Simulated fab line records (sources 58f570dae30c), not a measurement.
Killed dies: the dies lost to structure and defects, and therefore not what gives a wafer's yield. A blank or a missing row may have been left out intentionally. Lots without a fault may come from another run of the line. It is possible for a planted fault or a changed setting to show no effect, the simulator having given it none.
Which of the tools did it? | flow berkeleyCmos170 | 14 lots, 42 wafers sampled, at 4 steps of a route of 331

== WHAT THE GAUGES SHOWED, per wafer ==
UCB170_NWELL_THK_MEAS_02. Usual: for NWELL_OXIDE_THK the level is 26.7 nm and the standard deviation is 0.5.
lot  | measured    | on           | NWELL_OXIDE_THK (nm) | flag
L584 | day 2 07:44 | filmMetro-01 | 26.6 26.8 26.8       | 
L585 | day 2 07:45 | filmMetro-04 | 26.6 27.1 26.8       | 
L586 | day 2 15:48 | filmMetro-01 | 26.2 26.4 26.2       | 
L588 | day 2 22:40 | filmMetro-01 | 26.4 25.9 25.9       | 
L590 | day 3 14:56 | filmMetro-01 | 26.7 26.7 26.8       | 
L591 | day 3 18:52 | filmMetro-01 | 26.9 27.2 26.8       | 
L595 | day 4 18:50 | filmMetro-04 | 27.5 27.4 27.4       | 
L596 | day 4 18:50 | filmMetro-01 | 27.3 27.8 27.5       | 
L597 | day 5 04:48 | filmMetro-01 | 26.3 26.4 26.5       | 
L600 | day 5 16:41 | filmMetro-04 | 26.6 26.9 26.7       | 
L603 | day 6 01:32 | filmMetro-03 | 27.2 26.8 27.3       | 
L604 | day 6 12:12 | filmMetro-04 | 66.4 66.5 66.2       | OFF
L605 | day 6 12:13 | filmMetro-03 | 65.5 66.0 65.8       | OFF
L606 | day 6 18:37 | filmMetro-04 | 26.0 26.1 25.8       | 

UCB170_CONTACT_THK_MEAS_02. Usual: for CONTACT_PSG_THK the level is 698 nm and the standard deviation is 7.3.
lot  | measured     | on           | CONTACT_PSG_THK (nm) | flag
L584 | day 7 20:11  | filmMetro-03 | 698 695 693          | 
L585 | day 7 20:11  | filmMetro-02 | 695 696 690          | 
L586 | day 7 20:11  | filmMetro-04 | 692 699 697          | 
L588 | day 8 10:40  | filmMetro-03 | 704 708 704          | 
L590 | day 8 09:59  | filmMetro-03 | 680 686 687          | 
L591 | day 8 15:09  | filmMetro-02 | 688 692 686          | 
L595 | day 10 04:25 | filmMetro-03 | 706 695 703          | 
L596 | day 10 04:25 | filmMetro-02 | 699 693 697          | 
L597 | day 10 16:23 | filmMetro-03 | 702 695 698          | 
L600 | day 10 16:14 | filmMetro-03 | 718 712 711          | 
L603 | day 11 04:26 | filmMetro-03 | 703 698 701          | 
L604 | day 12 00:22 | filmMetro-04 | 692 691 695          | 
L605 | day 11 22:35 | filmMetro-03 | 698 704 705          | 
L606 | day 11 22:35 | filmMetro-02 | 703 700 700          | 

== TOOL THAT RAN EACH LOT (tool first, then ch and the chambers of the sampled wafers, then the start) ==
lot  | UCB170_NWELL_OXIDATION_01    | UCB170_ACTIVE_ETCH_15
L584 | furnace-02 ch 0, day 2 06:23 | rieDiel-01 ch 0,2,3, day 5 02:26
L585 | furnace-02 ch 0, day 2 06:23 | rieDiel-04 ch 1,2,3, day 5 02:07
L586 | furnace-04 ch 0, day 2 14:27 | rieDiel-01 ch 0,1,2, day 5 06:30
L588 | furnace-04 ch 0, day 2 21:14 | rieDiel-02 ch 0,3, day 5 16:04
L590 | furnace-04 ch 0, day 3 13:35 | rieDiel-01 ch 0,3, day 5 19:13
L591 | furnace-03 ch 0, day 3 17:31 | rieDiel-02 ch 1,3, day 6 00:10
L595 | furnace-03 ch 0, day 4 17:29 | rieDiel-01 ch 0,1,3, day 7 06:46
L596 | furnace-03 ch 0, day 4 17:29 | rieDiel-02 ch 0,3, day 7 07:19
L597 | furnace-04 ch 0, day 5 03:27 | rieDiel-02 ch 0,1,2, day 7 13:50
L600 | furnace-03 ch 0, day 5 15:16 | rieDiel-01 ch 0,2,3, day 7 17:05
L603 | furnace-02 ch 0, day 6 00:11 | rieDiel-01 ch 0,2, day 8 09:19
L604 | furnace-04 ch 0, day 6 10:50 | rieDiel-02 ch 0,1,3, day 9 06:52
L605 | furnace-04 ch 0, day 6 10:50 | rieDiel-01 ch 0,2,3, day 9 02:02
L606 | furnace-03 ch 0, day 6 17:16 | rieDiel-04 ch 1,3, day 9 10:15
- UCB170_NWELL_OXIDATION_01: target thk 26.4 nm, ox time 1260 s.
- UCB170_ACTIVE_ETCH_15: etches Si3N4 in CH3F/Ar/O2, stops on SiO2, target depth 242 nm, time 151 s.

== WHAT THE TOOLS THEMSELVES READ (means of the sampled wafers that have a number; where no wafer has one, the mark that the record gives instead) ==
UCB170_NWELL_OXIDATION_01. Usual: spikeTcCentreC 1002.7 C, standard deviation 1.2; spikeTcLoadC 1025 C, standard deviation 3.5; spikeTcSourceC 1024.7 C, standard deviation 2; tubeCenterTempC 1000 C, standard deviation 0.086; tube_center_temp_C_max 1002.6, standard deviation 0.41; zonePowerCentrePct 48.7 %, standard deviation 2.7; zonePowerSourcePct 34 %, standard deviation 3.1.
lot  | tool       | spikeTcCentreC (C) | spikeTcLoadC (C) | spikeTcSourceC (C) | tubeCenterTempC (C) | tube_center_temp_C_max | zonePowerCentrePct (%) | zonePowerSourcePct (%) | flag
L584 | furnace-02 | 1002.1             | 1019             | 1021.9             | 1000                | 1002.6                 | 44.1                   | 31                     | 
L585 | furnace-02 | 1002.6             | 1020             | 1022.3             | 1000                | 1002.9                 | 44.2                   | 31                     | 
L586 | furnace-04 | 1003.1             | 1028             | 1025.1             | 1000                | 1002.6                 | 50.1                   | 38                     | 
L588 | furnace-04 | 1002.8             | 1027             | 1024.1             | 1000                | 1002.6                 | 49.5                   | 38                     | 
L590 | furnace-04 | 1001.9             | 1029             | 1024.6             | 1000                | 1002.7                 | 49.7                   | 38                     | 
L591 | furnace-03 | 1003.5             | 1026             | 1027.4             | 1000                | 1003.0                 | 50.3                   | 32                     | 
L595 | furnace-03 | 1002.6             | 1024             | 1025.9             | 1000                | 1002.5                 | 50.9                   | 32                     | 
L596 | furnace-03 | 1004.4             | 1026             | 1027.2             | 1000                | 1002.5                 | 50.9                   | 31                     | 
L597 | furnace-04 | 1001.7             | 1027             | 1024.6             | 1000                | 1002.6                 | 50.2                   | 37                     | 
L600 | furnace-03 | 1003.3             | 1026             | 1027.4             | 1000                | 1002.8                 | 51.1                   | 31                     | 
L603 | furnace-02 | 1002.6             | 1019             | 1022.8             | 1000                | 1002.4                 | 43.7                   | 31                     | 
L604 | furnace-04 | 1116.7             | 1145             | 1141.8             | 1116                | 1118.2                 | 57.2                   | 49                     | OFF
L605 | furnace-04 | 1117.6             | 1145             | 1141.7             | 1115                | 1117.8                 | 56.6                   | 49                     | OFF
L606 | furnace-03 | 1004.1             | 1025             | 1026.5             | 1000                | 1002.6                 | 51.3                   | 31                     | 

UCB170_ACTIVE_ETCH_15. Usual: drypumpMotorCurrentA 5.7 A, standard deviation 0.49; mfcArSccm 50.01 sccm, standard deviation 0.16; oesProductAu 0.950 a.u., standard deviation 0.014; throttleValvePct 8.12 %, standard deviation 0.11.
lot  | tool       | drypumpMotorCurrentA (A) | mfcArSccm (sccm) | oesProductAu (a.u.) | throttleValvePct (%) | flag
L584 | rieDiel-01 | 6.0                      | 49.92            | 0.957               | 8.13                 | 
L585 | rieDiel-04 | 5.3                      | 50.02            | 0.931               | 8.11                 | 
L586 | rieDiel-01 | 6.1                      | 49.89            | 0.960               | 8.16                 | 
L588 | rieDiel-02 | 5.6                      | 50.07            | 0.951               | 8.10                 | 
L590 | rieDiel-01 | 6.0                      | 49.99            | 0.956               | 8.09                 | 
L591 | rieDiel-02 | 5.1                      | 50.08            | 0.946               | 8.01                 | 
L595 | rieDiel-01 | 6.2                      | 49.85            | 0.960               | 8.11                 | 
L596 | rieDiel-02 | 5.6                      | 49.91            | 0.943               | 8.09                 | 
L597 | rieDiel-02 | 5.8                      | 50.14            | 0.945               | 8.04                 | 
L600 | rieDiel-01 | 6.0                      | 49.99            | 0.963               | 8.14                 | 
L603 | rieDiel-01 | 5.9                      | 49.97            | 0.939               | 8.18                 | 
L604 | rieDiel-02 | 5.3                      | 50.04            | 0.953               | 8.05                 | 
L605 | rieDiel-01 | 6.0                      | 50.05            | 0.956               | 8.14                 | 
L606 | rieDiel-04 | 5.2                      | 50.20            | 0.945               | 8.10                 | 

== THE ANSWER, worked out from the rows above alone ==
Rule: lot off if the mean of its wafers having a number is beyond 3 standard deviations from the usual mean. A lot without any number at a reading at which 4 lots or more have one is off too. All remaining lots with rows at the step are treated as sound. After the gauges, taken in route order, come the tools' own readings; for these a lot's mean is taken, as printed above. At the first step where some lot is off, the reading lying furthest off is the one used; lots without a number count as furthest.
Off: L604, L605, at UCB170_NWELL_THK_MEAS_02 (NWELL_OXIDE_THK).
If a tool, at a process step before that reading, ran all the lots that are off and no sound lot after the first of them, it fits. The gauges at UCB170_NWELL_THK_MEAS_02 aren't tried: what is off there is off at UCB170_NWELL_OXIDATION_01 too, on other tools, and a gauge's error can't cause that. One candidate fits, namely furnace-04 at UCB170_NWELL_OXIDATION_01. Its last sound lot is L597 (day 5 03:27), its first lot that is off L604 (day 6 10:50): a fault that began between those two fits.
The tool's own readings at UCB170_NWELL_OXIDATION_01 bear it out: on the lots that are off they differ by more than 5 times the standard deviation of the sound lots' means. spikeTcCentreC reads 1117.2 C there against 1002.9 C on the sound lots; spikeTcLoadC reads 1145 C there against 1025 C on the sound lots; spikeTcSourceC reads 1141.8 C there against 1025.0 C on the sound lots; tubeCenterTempC reads 1116 C there against 1000 C on the sound lots; tube_center_temp_C_max reads 1118.0 there against 1002.6 on the sound lots; zonePowerSourcePct reads 49 % there against 33 % on the sound lots.

== WHAT THE SIMULATOR HAD INSERTED ==
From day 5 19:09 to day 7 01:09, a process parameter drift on furnace-04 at UCB170_NWELL_OXIDATION_01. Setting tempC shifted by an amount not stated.
Lots struck among those shown: L604, L605. The rule above reached the same finding.
